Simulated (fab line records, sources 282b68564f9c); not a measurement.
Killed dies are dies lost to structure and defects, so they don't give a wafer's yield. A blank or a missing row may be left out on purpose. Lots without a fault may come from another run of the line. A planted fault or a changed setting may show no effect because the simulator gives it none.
fab line records | flow rit_cmos | part 1 of 2: steps 1 to 33 of 45
record lots=5 wafers=15 last_day=8
route steps=202 shown NRETRO@61 PRETRO@64 GATE@75 FOX2@80 REOX@98 NLDD@103
lots that met no fault: from a run of the same line without faults
start_h: hours from the record's first day to the start of the lot's first wafer shown | wait_h: hours since the lot's step before | " the same as in the row above | L1.1+2: a row that stands for several wafers | - no value, or no start given | * or withheld: withheld | < > ~ a bound
route shown NAME@n: a module of which the file shows steps, and the number in the route of the first | usual: mean/standard deviation of fault-free wafers | same: alike in all rows | chamber/n: place in a boat | sites: the reading at each site | _std_site: their standard deviation | _edge_site: outer sites' mean less inner sites' | radius_mm: how far each site lies from the wafer's centre | mask NAME#n: copy n | behind: the tool/chamber that last shaped the wafer | hold: why the lot was held/for how many hours/how that ended | device: the transistor (n, p or np) that didn't switch | end of line: the same wafers' tests at the end of the route | a step without rows: its recipe alone | killed: dies lost to structure and defects at the first sort, not the wafer's yield | map: a wafer's dies, x killed, . not, _ none there
set.NAME: the setting as run; set.NAME@STEP: as run at that earlier step | model.NAME: the simulator's own value behind a step, which no gauge read
lots at some steps of the route; a table a step, a row a wafer
services: from which hour (start_h, from the record's first day; less than 0 if before it) a tool's chamber was out of use, for how many hours, and why
## steps
# step RIT_NRETRO_IMPLANT_08
# recipe species=P energy_kev=70 dose_cm2=1e+13 tilt_deg=7
# columns lot.wafer tool chamber start_h wait_h
L074.2+3+4 implanter-03 0 31.64 0.2
L077.1+2+3 implanter-03 0 47.05 0.2
L089.1+3+6 implanter-01 0 111.69 0.2
L091.1+4+6 implanter-01 0 124.15 0.2
L097.1+2+6 implanter-01 0 159.57 0.2
# step RIT_NRETRO_STRIP_09
# recipe chemistry=O2 time_s=180 resist=NOVOLAK platen_temp_c=withheld power_w=500 pressure_mtorr=4000 o2_flow_sccm=4000
# usual drypump_motor_current_A=5.8/0.54
# columns lot.wafer tool chamber start_h wait_h drypump_motor_current_A rf_hours_counter_h
L074.2 plasma_asher-01 0 31.76 0.1 5.4 37
L074.3 " 0 " " 5.4 -
L074.4 " 1 " " 6.0 -
L077.1 plasma_asher-02 1 47.20 0.1 5.5 42
L077.2 " 0 " " 6.6 42
L077.3 " 0 " " 6.6 -
L089.1 plasma_asher-02 1 111.84 0.1 5.5 47
L089.3 " 1 " " 5.4 -
L089.6 " 1 " " 5.4 -
L091.1 plasma_asher-01 0 124.30 0.1 5.4 1
L091.4 " 1 " " 5.9 -
L091.6 " 1 " " 6.0 -
L097.1 plasma_asher-01 0 159.72 0.1 5.4 4
L097.2 " 1 " " 6.0 4
L097.6 " 0 " " 5.4 -
# step RIT_NRETRO_TW_MEAS_10
# usual NRETRO_TW=1059/6.2
# columns lot.wafer tool chamber start_h wait_h NRETRO_TW
L074.2 film_metro-03 - 31.95 0.1 1062
L074.3 " - " " 1061
L074.4 " - " " 1059
L077.1 film_metro-03 - 47.37 0.1 1056
L077.2 " - " " 1061
L077.3 " - " " 1066
L089.1 film_metro-03 - 112.02 0.1 1050
L089.3 " - " " 1053
L089.6 " - " " 1047
L091.1 film_metro-02 - 124.47 0.1 1055
L091.4 " - " " 1059
L091.6 " - " " 1056
L097.1 film_metro-02 - 159.90 0.1 1064
L097.2 " - " " 1056
L097.6 " - " " 1054
# step RIT_PRETRO_HMDS_00
# recipe prime_time_s=60 prime_temp_c=140
# columns lot.wafer tool chamber start_h wait_h
L074.2+3+4 litho_track-01 0 32.02 0.1
L077.1+2+3 litho_track-02 0 47.43 0.1
L089.1+3+6 litho_track-01 0 112.08 0.1
L091.1+4+6 litho_track-03 0 124.53 0.1
L097.1+2+6 litho_track-01 0 159.96 0.1
# step RIT_PRETRO_COAT_01
# recipe resist=NOVOLAK spin_rpm=2000 resist_thk_nm=1300
# columns lot.wafer tool chamber start_h wait_h
L074.2+3+4 litho_track-01 0 32.17 0.1
L077.1+2+3 litho_track-02 0 47.58 0.1
L089.1+3+6 litho_track-01 0 112.23 0.1
L091.1+4+6 litho_track-03 0 124.68 0.1
L097.1+2+6 litho_track-01 0 160.11 0.1
# step RIT_PRETRO_SOFTBAKE_02
# recipe resist=NOVOLAK temp_c=90 time_s=60
# usual heater_power_total_W=34.56/0.048
# columns lot.wafer tool chamber start_h wait_h heater_power_total_W
L074.2 litho_track-01 0 32.32 0.1 34.49
L074.3 " 0 " " 34.63
L074.4 " 0 " " 34.58
L077.1 litho_track-02 0 47.73 0.1 34.48
L077.2 " 0 " " 34.51
L077.3 " 0 " " 34.51
L089.1 litho_track-01 0 112.38 0.1 34.63
L089.3 " 0 " " 34.61
L089.6 " 0 " " 34.51
L091.1 litho_track-03 0 124.83 0.1 34.58
L091.4 " 0 " " 34.56
L091.6 " 0 " " 34.64
L097.1 litho_track-01 0 160.26 0.1 34.53
L097.2 " 0 " " 34.56
L097.6 " 0 " " 34.66
# step RIT_PRETRO_EXPOSE_03
# recipe mask_id=M5 na=0.57 target_cd_nm=43700 dose_mj=250
# usual exposure_dose_mJ_cm2=250.07/0.25
# columns lot.wafer tool chamber start_h wait_h mask exposure_dose_mJ_cm2
L074.2 iline_stepper-01 0 32.46 0.1 M5#0 250.38
L074.3 " 0 " " M5#0 250.16
L074.4 " 0 " " M5#0 249.66
L077.1 iline_stepper-01 0 48.01 0.2 M5#0 249.78
L077.2 " 0 " " M5#0 249.93
L077.3 " 0 " " M5#0 249.92
L089.1 iline_stepper-02 0 112.53 0.1 M5#0 250.15
L089.3 " 0 " " M5#0 250.28
L089.6 " 0 " " M5#0 249.83
L091.1 iline_stepper-01 0 125.11 0.2 M5#0 250.26
L091.4 " 0 " " M5#0 250.00
L091.6 " 0 " " M5#0 250.40
L097.1 iline_stepper-01 0 160.54 0.3 M5#0 250.15
L097.2 " 0 " " M5#0 250.56
L097.6 " 0 " " M5#0 250.19
# step RIT_PRETRO_PEB_04
# recipe resist=NOVOLAK temp_c=withheld time_s=withheld
# columns lot.wafer tool chamber start_h wait_h
L074.2+3+4 litho_track-03 0 32.59 0.1
L077.1+2+3 litho_track-03 0 48.20 0.2
L089.1+3+6 litho_track-02 0 112.64 0.1
L091.1+4+6 litho_track-01 0 125.23 0.1
L097.1+2+6 litho_track-03 0 160.86 0.3
# step RIT_PRETRO_DEVELOP_05
# recipe resist=NOVOLAK develop_time_s=68 dev_temp_c=23
# columns lot.wafer tool chamber start_h wait_h
L074.2+3+4 litho_track-03 0 - -
L077.1+2+3 litho_track-03 0 - -
L089.1+3+6 litho_track-02 0 - -
L091.1+4+6 litho_track-01 0 - -
L097.1+2+6 litho_track-03 0 - -
# step RIT_PRETRO_OVL_MEAS_06
# usual PRETRO_OVL=1.6/1.3
# columns lot.wafer tool chamber start_h wait_h PRETRO_OVL[nm]
L074.2 overlay-02 - 32.88 - 1.6
L074.3 " - " " 1.0
L074.4 " - " " 0.1
L077.1 overlay-01 - 48.51 - 4.7
L077.2 " - " " 2.7
L077.3 " - " " 5.7
L089.1 overlay-02 - 112.96 - 3.3
L089.3 " - " " 0.4
L089.6 " - " " 1.0
L091.1 overlay-02 - 125.54 - 1.7
L091.4 " - " " 1.0
L091.6 " - " " 2.3
L097.1 overlay-02 - 161.17 - -1.0
L097.2 " - " " -0.5
L097.6 " - " " -0.9
# step RIT_PRETRO_HARDBAKE_07
# recipe resist=NOVOLAK temp_c=140 time_s=120
# usual heater_power_total_W=52.03/0.069
# columns lot.wafer tool chamber start_h wait_h heater_power_total_W
L074.2 litho_track-02 0 33.03 0.1 52.12
L074.3 " 0 " " 52.02
L074.4 " 0 " " 52.00
L077.1 litho_track-02 0 48.55 0.0 52.02
L077.2 " 0 " " 51.95
L077.3 " 0 " " 51.96
L089.1 litho_track-01 0 112.99 0.0 52.12
L089.3 " 0 " " 52.10
L089.6 " 0 " " 51.97
L091.1 litho_track-02 0 125.57 0.0 52.14
L091.4 " 0 " " 51.94
L091.6 " 0 " " 52.12
L097.1 litho_track-01 0 161.39 0.2 52.16
L097.2 " 0 " " 52.03
L097.6 " 0 " " 52.11
# step RIT_PRETRO_IMPLANT_08
# recipe species=B energy_kev=45 dose_cm2=1.2e+13 tilt_deg=7
# columns lot.wafer tool chamber start_h wait_h
L074.2+3+4 implanter-02 0 33.27 0.2
L077.1+2+3 implanter-03 0 48.80 0.2
L089.1+3+6 implanter-03 0 113.24 0.2
L091.1+4+6 implanter-04 0 125.82 0.2
L097.1+2+6 implanter-03 0 161.64 0.2
# step RIT_PRETRO_STRIP_09
# recipe chemistry=O2 time_s=180 resist=NOVOLAK platen_temp_c=withheld power_w=500 pressure_mtorr=4000 o2_flow_sccm=4000
# usual drypump_motor_current_A=5.9/0.48
# columns lot.wafer tool chamber start_h wait_h drypump_motor_current_A rf_hours_counter_h
L074.2 plasma_asher-04 1 33.39 0.1 6.1 39
L074.3 " 0 " " 5.4 -
L074.4 " 1 " " 6.1 -
L077.1 plasma_asher-02 1 48.95 0.1 5.5 42
L077.2 " 0 " " 6.6 42
L077.3 " 1 " " 5.5 -
L089.1 plasma_asher-02 0 113.39 0.1 6.6 47
L089.3 " 0 " " 6.6 -
L089.6 " 0 " " 6.6 -
L091.1 plasma_asher-02 0 125.97 0.1 6.6 49
L091.4 " 0 " " 6.6 -
L091.6 " 1 " " 5.5 -
L097.1 plasma_asher-02 0 161.79 0.1 6.6 52
L097.2 " 1 " " 5.5 52
L097.6 " 1 " " 5.4 -
# step RIT_PRETRO_TW_MEAS_10
# usual PRETRO_TW=472/6.8
# columns lot.wafer tool chamber start_h wait_h PRETRO_TW
L074.2 film_metro-03 - 33.58 0.1 480
L074.3 " - " " 477
L074.4 " - " " 478
L077.1 film_metro-01 - 49.12 0.1 474
L077.2 " - " " 475
L077.3 " - " " 472
L089.1 film_metro-01 - 113.57 0.1 477
L089.3 " - " " 477
L089.6 " - " " 477
L091.1 film_metro-04 - 126.15 0.1 464
L091.4 " - " " 466
L091.6 " - " " 463
L097.1 film_metro-04 - 161.97 0.1 466
L097.2 " - " " 463
L097.6 " - " " 467
# step RIT_GATE_WET_ETCH_00
# recipe chemistry=BOE target=SiO2 target_depth_nm=56 time_s=60 dry=n2_spin dilution=10:1 temp_c=21.5
# columns lot.wafer tool chamber start_h wait_h
L074.2+3+4 wet_bench-04 1 33.63 0.0
L077.1+2+3 wet_bench-04 3 49.18 0.1
L089.1+3+6 wet_bench-04 0 113.63 0.1
L091.1+4+6 wet_bench-01 2 126.21 0.1
L097.1+2+6 wet_bench-01 0 162.03 0.1
# step RIT_GATE_CLEAN_01
# recipe chemistry=SC1 mix=3:3:50 time_s=600 temp_c=75
# columns lot.wafer tool chamber start_h wait_h
L074.2+3+4 wet_bench-03 3 33.65 0.0
L077.1+2+3 wet_bench-03 0 49.21 0.0
L089.1+3+6 wet_bench-03 2 113.65 0.0
L091.1+4+6 wet_bench-03 2 126.23 0.0
L097.1+2+6 wet_bench-01 0 162.05 0.0
# step RIT_GATE_CLEAN_02
# recipe chemistry=dHF dilution=50:1 time_s=30
# columns lot.wafer tool chamber start_h wait_h
L074.2+3+4 wet_bench-01 1 33.86 0.0
L077.1+2+3 wet_bench-04 3 49.40 0.0
L089.1+3+6 wet_bench-01 2 113.84 0.0
L091.1+4+6 wet_bench-04 0 126.41 0.0
L097.1+2+6 wet_bench-03 2 162.24 0.0
# step RIT_GATE_CLEAN_03
# recipe chemistry=SC2 mix=3:3:50 time_s=600 temp_c=75 dry=n2_spin
# columns lot.wafer tool chamber start_h wait_h
L074.2+3+4 wet_bench-04 1 33.88 0.0
L077.1+2+3 wet_bench-03 1 49.42 0.0
L089.1+3+6 wet_bench-04 2 113.86 0.0
L091.1+4+6 wet_bench-01 1 126.43 0.0
L097.1+2+6 wet_bench-04 0 162.26 0.0
# step RIT_GATE_CLEAN_04
# recipe chemistry=dHF dilution=50:1 time_s=60 dry=n2_spin
# columns lot.wafer tool chamber start_h wait_h
L074.2+3+4 wet_bench-03 3 34.05 0.0
L077.1+2+3 wet_bench-03 0 49.61 0.0
L089.1+3+6 wet_bench-03 2 114.04 0.0
L091.1+4+6 wet_bench-03 0 126.60 0.0
L097.1+2+6 wet_bench-03 2 162.44 0.0
# step RIT_FOX2_THK_MEAS_91
# recipe reads=SiO2_of_FOX2_OXIDATION_00
# usual FIELD_OXIDE_LEFT_2_THK=256/4.9
# columns lot.wafer tool chamber start_h wait_h FIELD_OXIDE_LEFT_2_THK[nm]
L074.2 film_metro-04 - 34.09 0.0 257
L074.3 " - " " 257
L074.4 " - " " 256
L077.1 film_metro-02 - 49.64 0.0 255
L077.2 " - " " 259
L077.3 " - " " 254
L089.1 film_metro-01 - 114.06 0.0 252
L089.3 " - " " 259
L089.6 " - " " 255
L091.1 film_metro-02 - 126.63 0.0 253
L091.4 " - " " 258
L091.6 " - " " 253
L097.1 film_metro-04 - 162.46 0.0 245
L097.2 " - " " 252
L097.6 " - " " 250
# step RIT_GATE_OXIDATION_05
# recipe temp_c=900 ambient=O2 target_thk_a=30 ox_time_s=270
# usual zone_power_centre_pct=39.4/2.9
# same ox_time_s=270
# columns lot.wafer tool chamber start_h wait_h zone_power_centre_pct
L074.2 furnace-04 0 34.14 0.0 37.0
L074.3 " 0 " " 37.7
L074.4 " 0 " " 36.8
L077.1 furnace-04 0 49.70 0.1 36.3
L077.2 " 0 " " 36.7
L077.3 " 0 " " 36.8
L089.1 furnace-03 0 115.34 1.3 42.7
L089.3 " 0 " " 42.2
L089.6 " 0 " " 42.8
L091.1 furnace-01 0 131.79 5.2 37.0
L091.4 " 0 " " 36.9
L091.6 " 0 " " 36.2
L097.1 furnace-03 0 163.72 1.3 43.3
L097.2 " 0 " " 42.9
L097.6 " 0 " " 42.3
# step RIT_GATE_ANNEAL_06
# recipe temp_c=900 time_s=600 ambient=N2O
# usual zone_power_centre_pct=38.1/2.5
# columns lot.wafer tool chamber start_h wait_h zone_power_centre_pct
L074.2 furnace-04 0 35.22 0.0 37.3
L074.3 " 0 " " 37.3
L074.4 " 0 " " 37.2
L077.1 furnace-04 0 50.77 0.0 36.7
L077.2 " 0 " " 36.9
L077.3 " 0 " " 37.0
L089.1 furnace-01 0 117.28 0.9 36.3
L089.3 " 0 " " 36.3
L089.6 " 0 " " 36.5
L091.1 furnace-01 0 136.73 3.9 36.7
L091.4 " 0 " " 36.9
L091.6 " 0 " " 36.0
L097.1 furnace-01 0 166.70 1.9 36.6
L097.2 " 0 " " 36.6
L097.6 " 0 " " 36.7
# step RIT_GATE_THK_MEAS_07
# recipe reads=SiO2_of_GATE_OXIDATION_05
# usual GATE_OXIDE_THK=3.04/0.062
# columns lot.wafer tool chamber start_h wait_h GATE_OXIDE_THK[nm]
L074.2 film_metro-04 - 35.48 0.0 3.15
L074.3 " - " " 3.08
L074.4 " - " " 3.09
L077.1 film_metro-01 - 51.02 0.0 2.98
L077.2 " - " " 3.03
L077.3 " - " " 3.03
L089.1 film_metro-02 - 117.53 0.0 3.08
L089.3 " - " " 3.06
L089.6 " - " " 2.96
L091.1 film_metro-02 - 136.98 0.0 3.02
L091.4 " - " " 3.05
L091.6 " - " " 3.02
L097.1 film_metro-02 - 166.95 0.0 3.10
L097.2 " - " " 3.12
L097.6 " - " " 3.15
# step RIT_GATE_CVD_08
# recipe material=poly-Si target_thk_nm=250 temp_c=610 precursor=SiH4 time_s=2220 pressure_mtorr=300 sih4_flow_sccm=100
# usual zone_power_centre_pct=28.1/1.6
# columns lot.wafer tool chamber start_h wait_h zone_power_centre_pct
L074.2 lpcvd-01 1 35.53 0.0 28.0
L074.3 " 1 " " 28.7
L074.4 " 1 " " 28.2
L077.1 lpcvd-02 1 52.17 1.1 25.5
L077.2 " 1 " " 25.1
L077.3 " 1 " " 25.5
L089.1 lpcvd-01 0 118.02 0.5 28.8
L089.3 " 0 " " 28.7
L089.6 " 0 " " 29.2
L091.1 lpcvd-02 0 137.04 0.1 29.8
L091.4 " 0 " " 29.3
L091.6 " 0 " " 29.4
L097.1 lpcvd-01 0 167.01 0.1 29.2
L097.2 " 0 " " 28.9
L097.6 " 0 " " 28.6
# step RIT_GATE_THK_MEAS_09
# recipe reads=poly-Si_of_GATE_CVD_08
# usual GATE_POLY_THK=250.1/2
# columns lot.wafer tool chamber start_h wait_h GATE_POLY_THK[nm]
L074.2 film_metro-02 - 37.15 0.0 247.2
L074.3 " - " " 248.9
L074.4 " - " " 249.4
L077.1 film_metro-01 - 54.59 0.0 250.8
L077.2 " - " " 252.4
L077.3 " - " " 248.0
L089.1 film_metro-01 - 119.65 0.0 248.0
L089.3 " - " " 248.2
L089.6 " - " " 246.6
L091.1 film_metro-02 - 139.47 0.0 251.6
L091.4 " - " " 250.5
L091.6 " - " " 252.7
L097.1 film_metro-04 - 168.63 0.0 251.3
L097.2 " - " " 251.0
L097.6 " - " " 250.9
# step RIT_GATE_HMDS_10
# recipe prime_time_s=60 prime_temp_c=140
# columns lot.wafer tool chamber start_h wait_h
L074.2+3+4 litho_track-02 0 37.31 0.1
L077.1+2+3 litho_track-04 0 54.65 0.1
L089.1+3+6 litho_track-04 0 119.95 0.3
L091.1+4+6 litho_track-04 0 139.53 0.1
L097.1+2+6 litho_track-01 0 168.69 0.1
# step RIT_GATE_COAT_11
# recipe resist=NOVOLAK spin_rpm=4250 resist_thk_nm=850
# columns lot.wafer tool chamber start_h wait_h
L074.2+3+4 litho_track-02 0 37.46 0.1
L077.1+2+3 litho_track-04 0 54.80 0.1
L089.1+3+6 litho_track-04 0 120.10 0.1
L091.1+4+6 litho_track-04 0 139.68 0.1
L097.1+2+6 litho_track-01 0 168.84 0.1
# step RIT_GATE_SOFTBAKE_12
# recipe resist=NOVOLAK temp_c=90 time_s=60
# usual heater_power_total_W=34.56/0.049
# columns lot.wafer tool chamber start_h wait_h heater_power_total_W
L074.2 litho_track-02 0 37.61 0.1 34.65
L074.3 " 0 " " 34.59
L074.4 " 0 " " 34.59
L077.1 litho_track-04 0 54.95 0.1 34.55
L077.2 " 0 " " 34.57
L077.3 " 0 " " 34.61
L089.1 litho_track-04 0 120.25 0.1 34.61
L089.3 " 0 " " 34.49
L089.6 " 0 " " 34.62
L091.1 litho_track-04 0 139.83 0.1 34.59
L091.4 " 0 " " 34.61
L091.6 " 0 " " 34.59
L097.1 litho_track-01 0 168.99 0.1 34.54
L097.2 " 0 " " 34.53
L097.6 " 0 " " 34.52
# step RIT_GATE_EXPOSE_13
# recipe mask_id=M6 na=0.6 source_shape=conventional sigma_outer=0.6 target_cd_nm=150 dose_mj=380
# usual exposure_dose_mJ_cm2=379.9/0.4
# columns lot.wafer tool chamber start_h wait_h mask exposure_dose_mJ_cm2
L074.2 iline_stepper-01 0 37.75 0.1 M6#0 380.2
L074.3 " 0 " " M6#0 380.8
L074.4 " 0 " " M6#0 380.4
L077.1 iline_stepper-02 0 55.10 0.1 M6#0 380.0
L077.2 " 0 " " M6#0 380.1
L077.3 " 0 " " M6#0 379.9
L089.1 iline_stepper-02 0 120.53 0.2 M6#0 379.9
L089.3 " 0 " " M6#0 379.5
L089.6 " 0 " " M6#0 379.5
L091.1 iline_stepper-02 0 140.10 0.2 M6#0 380.1
L091.4 " 0 " " M6#0 380.1
L091.6 " 0 " " M6#0 379.8
L097.1 iline_stepper-01 0 169.26 0.2 M6#0 380.4
L097.2 " 0 " " M6#0 380.3
L097.6 " 0 " " M6#0 380.9
# step RIT_GATE_PEB_14
# recipe resist=NOVOLAK temp_c=withheld time_s=withheld
# columns lot.wafer tool chamber start_h wait_h
L074.2+3+4 litho_track-04 0 37.87 0.1
L077.1+2+3 litho_track-04 0 55.22 0.1
L089.1+3+6 litho_track-01 0 120.65 0.1
L091.1+4+6 litho_track-01 0 140.22 0.1
L097.1+2+6 litho_track-01 0 169.46 0.2
# step RIT_GATE_DEVELOP_15
# recipe resist=NOVOLAK develop_time_s=50 dev_temp_c=23
# columns lot.wafer tool chamber start_h wait_h
L074.2+3+4 litho_track-04 0 - -
L077.1+2+3 litho_track-04 0 - -
L089.1+3+6 litho_track-01 0 - -
L091.1+4+6 litho_track-01 0 - -
L097.1+2+6 litho_track-01 0 - -
# step RIT_GATE_CD_MEAS_16
# recipe target_cd_nm=150
# usual cd_nm=148.6/2.9
# columns lot.wafer tool chamber start_h wait_h cd_nm
L074.2 cd_sem-01 - 38.15 - 152.0
L074.3 " - " " 155.4
L074.4 " - " " 154.2
L077.1 cd_sem-02 - 55.61 - 150.5
L077.2 " - " " 151.7
L077.3 " - " " 149.3
L089.1 cd_sem-01 - 120.93 - 143.8
L089.3 " - " " 143.8
L089.6 " - " " 141.9
L091.1 cd_sem-02 - 140.50 - 149.9
L091.4 " - " " 148.3
L091.6 " - " " 149.4
L097.1 cd_sem-01 - 169.74 - 151.8
L097.2 " - " " 151.0
L097.6 " - " " 150.8
# step RIT_GATE_OVL_MEAS_17
# usual GATE_OVL=-0.9/1.2
# columns lot.wafer tool chamber start_h wait_h GATE_OVL[nm]
L074.2 overlay-01 - 38.26 0.1 -2.5
L074.3 " - " " -3.3
L074.4 " - " " -2.6
L077.1 overlay-02 - 55.73 0.1 -1.2
L077.2 " - " " 0.0
L077.3 " - " " -0.9
L089.1 overlay-01 - 121.05 0.1 -0.7
L089.3 " - " " -4.8
L089.6 " - " " -2.0
L091.1 overlay-02 - 140.62 0.1 -0.7
L091.4 " - " " -1.4
L091.6 " - " " -1.7
L097.1 overlay-02 - 169.86 0.1 -1.3
L097.2 " - " " -1.9
L097.6 " - " " -1.4
